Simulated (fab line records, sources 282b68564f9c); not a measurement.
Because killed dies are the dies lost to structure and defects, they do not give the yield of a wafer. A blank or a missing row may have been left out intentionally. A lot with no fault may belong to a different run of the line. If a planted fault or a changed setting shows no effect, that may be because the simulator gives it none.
fab line records	flow rit_cmos
record lots=13	wafers=39	last_day=7
route steps=202 shown NRETRO@56 PRETRO@74 M1@202
lots untouched by any fault: they come from a run of this same line in which no faults occurred
start_h: hours from the record's opening day to when the first of the lot's shown wafers began	wait_h: hours elapsed since this lot's preceding step	" unchanged from the row above	L1.1+2: one row covering several wafers at once	- either no value or no given start	* or withheld: withheld	< > ~ a bound
route shown NAME@n: NAME is a module with steps in the file, n the number in the route of the first one	usual: mean and standard deviation over wafers with no fault	same: alike in all rows	chamber/n: place in a boat	sites: the reading at each site	_std_site: the standard deviation of these	_edge_site: outer sites' mean less inner sites'	radius_mm: for every site, how far away it sits from the centre of the wafer	mask NAME#n: copy n	behind: the tool/chamber that last shaped the wafer	hold: what put the lot on hold/how long, in hours/how the hold closed	device: the transistor (n, p or np) that didn't switch	end of line: the route-end tests of the same wafers	where a step has no rows: the recipe by itself	killed: at the first sort, the dies lost to defects and structure; wafer yield is something else	map: per-die view of a wafer (x killed, . not killed, _ where there is no die)
set.NAME: the setting the step ran with; set.NAME@STEP: the setting that earlier step ran with	model.NAME: the simulator's own value behind a step, which no gauge read
a sample of lots followed through the steps of the route, with each step as a table and each wafer as a row
services: when a tool's chamber went out of use (start_h, in hours from the record's first day, below 0 if earlier), for how many hours, and the reason
## steps
# step RIT_NRETRO_EXPOSE_03
# recipe mask_id=M4	na=0.57	target_cd_nm=43900	dose_mj=250
lot.wafer	tool	chamber	start_h	wait_h	mask
L619.2+4+6	iline_stepper-01	0	38.72	0.1	M4#0
L620.3+4+5	iline_stepper-02	0	47.42	0.2	M4#0
L621.2+4+6	iline_stepper-02	0	50.23	0.1	M4#0
L623.1+2+6	iline_stepper-02	0	62.95	0.2	M4#0
L624.3+4+6	iline_stepper-02	0	65.53	0.1	M5#0
L625.2+3+6	iline_stepper-01	0	70.49	0.3	M4#0
L632.1+5+6	iline_stepper-01	0	105.03	0.2	M4#0
L633.3+4+5	iline_stepper-02	0	109.84	0.2	M4#0
L634.1+2+6	iline_stepper-01	0	114.82	0.2	M4#0
L635.2+4+6	iline_stepper-02	0	120.62	0.2	M4#0
L636.1+4+6	iline_stepper-02	0	125.81	0.1	M4#0
L637.1+5+6	iline_stepper-01	0	131.38	0.2	M4#0
L639.2+4+5	iline_stepper-01	0	140.04	0.1	M4#0
# step RIT_NRETRO_OVL_MEAS_06
# usual NRETRO_OVL=-1.4/1.1
lot.wafer	tool	chamber	start_h	wait_h	NRETRO_OVL[nm]
L619.2	overlay-02	-	39.13	-	-2.5
L619.4	"	-	"	"	-2.8
L619.6	"	-	"	"	-2.1
L620.3	overlay-02	-	47.82	-	-3.4
L620.4	"	-	"	"	-3.2
L620.5	"	-	"	"	-2.5
L621.2	overlay-02	-	50.65	-	-3.0
L621.4	"	-	"	"	-2.8
L621.6	"	-	"	"	-3.2
L623.1	overlay-01	-	63.38	-	-0.5
L623.2	"	-	"	"	-0.2
L623.6	"	-	"	"	-1.3
L624.3	overlay-02	-	65.93	-	-
L624.4	"	-	"	"	-
L624.6	"	-	"	"	-
L625.2	overlay-01	-	70.91	-	-1.5
L625.3	"	-	"	"	-1.1
L625.6	"	-	"	"	0.2
L632.1	overlay-01	-	105.46	-	-3.3
L632.5	"	-	"	"	-2.5
L632.6	"	-	"	"	-2.9
L633.3	overlay-01	-	110.24	-	-0.3
L633.4	"	-	"	"	-1.0
L633.5	"	-	"	"	-0.5
L634.1	overlay-02	-	115.50	-	-1.4
L634.2	"	-	"	"	0.2
L634.6	"	-	"	"	0.9
L635.2	overlay-01	-	121.04	-	-1.0
L635.4	"	-	"	"	-2.8
L635.6	"	-	"	"	-1.5
L636.1	overlay-01	-	126.24	-	-0.5
L636.4	"	-	"	"	-0.3
L636.6	"	-	"	"	1.7
L637.1	overlay-01	-	131.81	-	-2.9
L637.5	"	-	"	"	-0.8
L637.6	"	-	"	"	-2.5
L639.2	overlay-02	-	140.46	-	0.4
L639.4	"	-	"	"	-1.5
L639.5	"	-	"	"	-1.2
# step RIT_NRETRO_TW_MEAS_10
# usual NRETRO_TW=1047/7.6
lot.wafer	tool	chamber	start_h	wait_h	NRETRO_TW
L619.2	film_metro-03	-	39.75	0.1	1045
L619.4	"	-	"	"	1053
L619.6	"	-	"	"	1047
L620.3	film_metro-02	-	48.44	0.1	1042
L620.4	"	-	"	"	1048
L620.5	"	-	"	"	1046
L621.2	film_metro-03	-	51.27	0.1	1052
L621.4	"	-	"	"	1052
L621.6	"	-	"	"	1047
L623.1	film_metro-02	-	63.99	0.1	1037
L623.2	"	-	"	"	1040
L623.6	"	-	"	"	1043
L624.3	film_metro-02	-	66.55	0.1	30
L624.4	"	-	"	"	30
L624.6	"	-	"	"	30
L625.2	film_metro-02	-	71.53	0.1	1039
L625.3	"	-	"	"	1033
L625.6	"	-	"	"	1036
L632.1	film_metro-02	-	106.08	0.1	1041
L632.5	"	-	"	"	1039
L632.6	"	-	"	"	1042
L633.3	film_metro-02	-	110.86	0.1	1048
L633.4	"	-	"	"	1037
L633.5	"	-	"	"	1040
L634.1	film_metro-04	-	116.12	0.1	1047
L634.2	"	-	"	"	1050
L634.6	"	-	"	"	1042
L635.2	film_metro-02	-	121.65	0.1	1040
L635.4	"	-	"	"	1038
L635.6	"	-	"	"	1038
L636.1	film_metro-03	-	126.85	0.1	1057
L636.4	"	-	"	"	1058
L636.6	"	-	"	"	1056
L637.1	film_metro-03	-	132.42	0.1	1056
L637.5	"	-	"	"	1058
L637.6	"	-	"	"	1055
L639.2	film_metro-04	-	141.07	0.1	1060
L639.4	"	-	"	"	1064
L639.5	"	-	"	"	1065
# step RIT_PRETRO_TW_MEAS_10
# usual PRETRO_TW=474/5
lot.wafer	tool	chamber	start_h	wait_h	PRETRO_TW
L619.2	film_metro-02	-	41.34	0.1	477
L619.4	"	-	"	"	475
L619.6	"	-	"	"	474
L620.3	film_metro-01	-	49.99	0.1	465
L620.4	"	-	"	"	467
L620.5	"	-	"	"	463
L621.2	film_metro-03	-	53.01	0.1	479
L621.4	"	-	"	"	479
L621.6	"	-	"	"	480
L623.1	film_metro-01	-	65.54	0.1	469
L623.2	"	-	"	"	466
L623.6	"	-	"	"	466
L624.3	film_metro-02	-	68.10	0.1	1070
L624.4	"	-	"	"	1064
L624.6	"	-	"	"	1067
L625.2	film_metro-02	-	73.21	0.1	473
L625.3	"	-	"	"	473
L625.6	"	-	"	"	471
L632.1	film_metro-01	-	107.76	0.1	467
L632.5	"	-	"	"	470
L632.6	"	-	"	"	469
L633.3	film_metro-01	-	112.41	0.1	468
L633.4	"	-	"	"	466
L633.5	"	-	"	"	467
L634.1	film_metro-02	-	117.79	0.1	476
L634.2	"	-	"	"	474
L634.6	"	-	"	"	473
L635.2	film_metro-02	-	123.33	0.1	472
L635.4	"	-	"	"	472
L635.6	"	-	"	"	473
L636.1	film_metro-03	-	128.57	0.1	481
L636.4	"	-	"	"	479
L636.6	"	-	"	"	480
L637.1	film_metro-03	-	134.10	0.1	481
L637.5	"	-	"	"	481
L637.6	"	-	"	"	482
L639.2	film_metro-03	-	142.75	0.1	481
L639.4	"	-	"	"	483
L639.5	"	-	"	"	477
# step RIT_M1_PROBE_99
# usual killed_at_contacts=0.0/0.2	killed_at_front_end=6.6/2.9	killed_dies=6.6/3	killed_on_rim=1.7/1.4	killed_open=3.4/2	killed_short=3.2/2
# same gross_dies=264	killed_at_M0_to_M3=0	killed_at_M4_up=0	killed_at_back_side=0	killed_at_other=0
lot.wafer	tool	chamber	start_h	wait_h	killed_at_contacts	killed_at_front_end	killed_dies	killed_on_rim	killed_open	killed_short
L624.3	prober-01	-	94.14	0.2	0	264	264	70	4	0
L624.4	prober-01	-	94.19	0.2	0	264	264	70	2	2
L624.6	prober-01	-	94.29	0.2	0	264	264	70	3	5
L636.1	prober-01	-	157.46	0.1	0	9	9	0	5	4
L636.4	prober-01	-	157.61	0.2	0	5	5	1	3	2
L636.6	prober-01	-	157.71	0.2	0	4	4	2	2	2
# killed by level:class
L624.3 NRETRO:area_expose=260 REOX:geometric_particle:open=2 GATE:geometric_particle:open=1 SILICIDE:geometric_particle:open=1
L624.4 NRETRO:area_expose=260 SILICIDE:geometric_particle:open=2 GATE:geometric_particle:short=1 SILICIDE:geometric_particle:short=1
L624.6 NRETRO:area_expose=256 GATE:geometric_particle:short=4 FOX1:geometric_particle:open=2 SPACER:geometric_particle:open=1 SPACER:geometric_particle:short=1
L636.1 GATE:geometric_particle:open=4 GATE:geometric_particle:short=3 REOX:geometric_particle:open=1 SILICIDE:geometric_particle:short=1
L636.4 FOX2:geometric_particle:open=1 GATE:geometric_particle:short=1 GATE:geometric_particle:open=1 REOX:geometric_particle:short=1 REOX:geometric_particle:open=1
L636.6 GATE:geometric_particle:open=2 FOX2:geometric_particle:short=1 REOX:geometric_particle:short=1
## services
tool	chamber	start_h	hours	kind
iline_stepper-01	-	75.87	4.3	pm
iline_stepper-02	-	139.38	1.7	pm
## key
first_sign step=RIT_NRETRO_EXPOSE_03	reading=mask	direction=changed
effect step=RIT_NRETRO_OVL_MEAS_06	reading=NRETRO_OVL	direction=missing
effect step=RIT_NRETRO_TW_MEAS_10	reading=NRETRO_TW	direction=down	sigmas=99+	usual=1047	struck=30
effect step=RIT_PRETRO_TW_MEAS_10	reading=PRETRO_TW	direction=up	sigmas=99+	usual=474	struck=1067
effect step=RIT_M1_PROBE_99	reading=killed_at_front_end	direction=up	sigmas=88	usual=6.6	struck=264
more_kills_born_at RIT_NRETRO_EXPOSE_03@iline_stepper-02=776
met_at RIT_NRETRO_EXPOSE_03
struck_lots L624
tester_left_out L624
onset_between 62.95 65.53
fault kind=wrong_mask	tool=any	chamber=-	onset_h=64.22	steps=RIT_NRETRO_EXPOSE_03	aux_copy=M5#0	scope=struck_lots_only
# tester_left_out: of these lots the tester's yield and bins aren't shown, on N5 and GAA mostly nor the transistor test; their killed dies are dies lost to structure and defects alone, not to doping, threshold or leakage, so they don't give the yield
